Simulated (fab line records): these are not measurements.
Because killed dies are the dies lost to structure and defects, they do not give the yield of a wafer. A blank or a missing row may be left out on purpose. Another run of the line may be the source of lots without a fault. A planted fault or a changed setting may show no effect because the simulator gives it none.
Which tool did it? -- flow berkeley_cmos170 -- 18 wafers from 6 lots sampled at 4 of the route's 331 steps

WHAT THE GAUGES SHOWED, per wafer
UCB170_NSD_TW_MEAS_10.
lot,measured,on,NSD_TW
L793,day 8 20:18,film_metro-02,4203 4221 4208
L794,day 8 21:50,film_metro-03,4097 4075 4066
L799,day 9 15:41,film_metro-01,4195 4217 4219
L803,day 10 04:40,film_metro-01,30 30 30
L812,day 12 03:06,film_metro-02,4211 4191 4194
L813,day 12 11:50,film_metro-02,4196 4224 4199

WHICH TOOL RAN EACH LOT (tool, then ch and the chambers of the sampled wafers, then the start)
lot,UCB170_SPACER_ETCHBACK_03,UCB170_PSD_STRIP_09,UCB170_NSD_STRIP_09
L793,"rie_diel-01 ch 1,2,3, day 8 15:16","plasma_asher-03 ch 0,1, day 8 17:33","plasma_asher-01 ch 0,1, day 8 20:12"
L794,"rie_diel-04 ch 0,3, day 8 15:21","plasma_asher-01 ch 1, day 8 18:16","plasma_asher-02 ch 0,1, day 8 21:44"
L799,"rie_diel-01 ch 0,2, day 9 07:51","plasma_asher-04 ch 0,1, day 9 11:10","plasma_asher-02 ch 0, day 9 15:34"
L803,"rie_diel-04 ch 2,3, day 9 23:16","plasma_asher-01 ch 0,1, day 10 01:35","plasma_asher-01 ch 0,1, day 10 04:34"
L812,"rie_diel-01 ch 1,2,3, day 11 23:26","plasma_asher-04 ch 0,1, day 12 00:55","plasma_asher-02 ch 0,1, day 12 02:59"
L813,"rie_diel-03 ch 0,1,2, day 12 06:14","plasma_asher-01 ch 0,1, day 12 07:29","plasma_asher-03 ch 0,1, day 12 11:44"
- UCB170_SPACER_ETCHBACK_03: etches SiO2 in CHF3/CF4/Ar, stops on Si, target depth 376 nm, time 100 s.
- UCB170_PSD_STRIP_09: strips in O2.
- UCB170_NSD_STRIP_09: strips in O2.

THE ANSWER, worked out from the rows above alone
Rule: usual is defined by the lots themselves. The widest of any qualifying gaps counts: lots, ordered by their means at a reading, are off when they make up no more than a third of the lots, leave a main group of 4 or more, and stand apart from it by 3 or more times the standard deviation of that group's means. If all means in a main group match to the digits the tables above print for the reading, that group is not used. A lot without any number at a reading at which 4 lots or more have one is off too. Where the step has rows for the other lots, those lots are counted as sound.
Off: L803, at UCB170_NSD_TW_MEAS_10 (NSD_TW). For the main group the mean is 4181 and the standard deviation 51.
If a tool, at a process step before that reading, ran all the lots that are off and no sound lot after the first of them, it fits. Those tools and the gauges at UCB170_NSD_TW_MEAS_10 are tried in the same way. Can't be told from this: 3 tools fit, rie_diel-04 at UCB170_SPACER_ETCHBACK_03, plasma_asher-01 at UCB170_NSD_STRIP_09, film_metro-01 at UCB170_NSD_TW_MEAS_10.

WHAT THE SIMULATOR PUT IN
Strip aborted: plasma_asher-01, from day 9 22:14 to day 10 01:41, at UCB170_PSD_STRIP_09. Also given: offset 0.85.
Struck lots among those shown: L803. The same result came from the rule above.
